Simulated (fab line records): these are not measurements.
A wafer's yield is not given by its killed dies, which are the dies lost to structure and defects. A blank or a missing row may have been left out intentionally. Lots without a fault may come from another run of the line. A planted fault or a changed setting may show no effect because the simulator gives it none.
Comparing a struck lot with a sound one / flow rit-cmos / 43 out of 202 route steps
Sound: these wafers, L323.1, L323.4, L323.5. The struck wafers were L333.1, L333.2, L333.5. The cause is given at the end.
Order at every step that has rows: each side's tool, ch and its chambers, its first start. Under that, the readings that differ: sound wafers / struck wafers / difference of the means / sigmas: that difference in standard deviations of wafers without a fault.
alike: readings with means less than 2 such deviations apart, plus words and numbers identical on both sides. not compared: withheld readings, readings lacking a value on some wafer, bounds such as >300 that could conceal the same value, and numbers that have no deviation in the record and whose values overlap.
A row with sigmas, a row that says differs or no value, or rows on one side alone: a step with any of these is where the two part. Non-overlapping numbers with no deviation appear without sigmas and do not part them. A reading that every wafer of one side lacks parts them only if that side has two wafers or more.

first, 2 steps without rows for these wafers: RIT_FOX2_CLEAN_02 (cleans in dHF, time 180 s); RIT_FOX2_WET_ETCH_03 (etches Si3N4 in H3PO4, target depth 195 nm, time 2652 s).
RIT_FOX2_THK_MEAS_90:
  sound on film-metro-03 at day 2 11:31; struck on film-metro-03 at day 4 10:51
reading=FIELD_OXIDE_LEFT_1_THK (nm); sound=341 344 342; struck=327 310 312; difference=-26; sigmas=-3
then, 6 steps without rows for these wafers: RIT_NWELL_HMDS_00 (prime time 60 s); RIT_NWELL_COAT_01 (resist thk 1300 nm); RIT_NWELL_SOFTBAKE_02 (time 60 s); RIT_NWELL_EXPOSE_03 (exposes mask M2, target cd 43900 nm); RIT_NWELL_PEB_04; RIT_NWELL_DEVELOP_05 (develop time 68 s).
RIT_NWELL_OVL_MEAS_06:
  sound on overlay-01 at day 2 12:39; struck on overlay-01 at day 4 11:59
  alike: NWELL_OVL
then, 2 steps without rows for these wafers: RIT_NWELL_HARDBAKE_07 (time 120 s); RIT_NWELL_IMPLANT_08.
RIT_NWELL_STRIP_09: strips in O2, time 180 s.
  sound on plasma-asher-02 ch 0,1, day 2 13:05; struck on plasma-asher-03 ch 0,1, day 4 12:25
  no value came back on the struck wafers for chamber-pressure-mTorr (mTorr), drypump-motor-current-A (A); on the sound wafers chamber-pressure-mTorr (mTorr) reads 3999 4003 4003
reading=model.NOVOLAK_of_NWELL_COAT_01.thk-nm (nm); sound=0 0 0; struck=1143 1138 1142; difference=+1141; sigmas=
  not compared: rf-hours-counter-h
RIT_NWELL_TW_MEAS_10:
  sound on film-metro-04 at day 2 13:16; struck on film-metro-04 at day 4 12:36
  alike: NWELL_TW
then, 6 steps without rows for these wafers: RIT_PWELL_HMDS_00 (prime time 60 s); RIT_PWELL_COAT_01 (resist thk 1300 nm); RIT_PWELL_SOFTBAKE_02 (time 60 s); RIT_PWELL_EXPOSE_03 (exposes mask M3, target cd 43700 nm); RIT_PWELL_PEB_04; RIT_PWELL_DEVELOP_05 (develop time 70.14 s).
RIT_PWELL_OVL_MEAS_06:
  sound on overlay-02 at day 2 14:19; struck on overlay-02 at day 4 13:32
  alike: PWELL_OVL
then, 2 steps without rows for these wafers: RIT_PWELL_HARDBAKE_07 (time 120 s); RIT_PWELL_IMPLANT_08.
RIT_PWELL_STRIP_09: strips in O2, time 180 s.
  sound on plasma-asher-04 ch 0, day 2 14:49; struck on plasma-asher-02 ch 0,1, day 4 13:58
  alike: chamber-pressure-mTorr, drypump-motor-current-A
  not compared: rf-hours-counter-h
RIT_PWELL_TW_MEAS_10:
  sound on film-metro-04 at day 2 15:00; struck on film-metro-03 at day 4 14:09
reading=PWELL_TW; sound=942 939 946; struck=30 29 30; difference=-913; sigmas=-99 or more
then, 1 step without rows for these wafers: RIT_WELLDRIVE_ANNEAL_00 (time 14700 s).
RIT_WELLDRIVE_RS_MEAS_01: a four-point-probe measurement.
  sound on film-metro-03 at day 2 20:38; struck on film-metro-03 at day 4 20:52
  alike: NWELL_RS
RIT_WELLDRIVE_RS_MEAS_02: a four-point-probe measurement.
  sound on film-metro-03 at day 2 20:46; struck on film-metro-03 at day 4 20:59
reading=PWELL_RS (ohm/sq); sound=433.1 430.7 433.5; struck=428.8 428.6 428.3; difference=-3.9; sigmas=-3
then, 6 steps without rows for these wafers: RIT_NRETRO_HMDS_00 (prime time 60 s); RIT_NRETRO_COAT_01 (resist thk 1300 nm); RIT_NRETRO_SOFTBAKE_02 (time 60 s); RIT_NRETRO_EXPOSE_03 (exposes mask M4, target cd 43900 nm); RIT_NRETRO_PEB_04; RIT_NRETRO_DEVELOP_05 (develop time 68 s).
RIT_NRETRO_OVL_MEAS_06:
  sound on overlay-01 at day 2 21:48; struck on overlay-01 at day 4 21:59
  alike: NRETRO_OVL
then, 2 steps without rows for these wafers: RIT_NRETRO_HARDBAKE_07 (time 120 s); RIT_NRETRO_IMPLANT_08.
RIT_NRETRO_STRIP_09: strips in O2, time 180 s.
  sound on plasma-asher-01 ch 0,1, day 2 22:23; struck on plasma-asher-01 ch 0,1, day 4 22:25
  alike: chamber-pressure-mTorr, drypump-motor-current-A
  not compared: rf-hours-counter-h
RIT_NRETRO_TW_MEAS_10:
  sound on film-metro-02 at day 2 22:34; struck on film-metro-04 at day 4 22:35
reading=NRETRO_TW; sound=1058 1057 1058; struck=30 30 30; difference=-1028; sigmas=-99 or more
then, 3 steps without rows for these wafers: RIT_PRETRO_HMDS_00 (prime time 60 s); RIT_PRETRO_COAT_01 (resist thk 1300 nm); RIT_PRETRO_SOFTBAKE_02 (time 60 s).
RIT_PRETRO_TW_MEAS_10:
  sound on film-metro-03 at day 3 00:14; struck on film-metro-01 at day 5 00:08
reading=PRETRO_TW; sound=465 465 466; struck=30 30 30; difference=-435; sigmas=-84

## WHERE THEY PART
First at RIT_FOX2_THK_MEAS_90; last, within this record, at RIT_PRETRO_TW_MEAS_10.

WHY: whatever the simulator had introduced
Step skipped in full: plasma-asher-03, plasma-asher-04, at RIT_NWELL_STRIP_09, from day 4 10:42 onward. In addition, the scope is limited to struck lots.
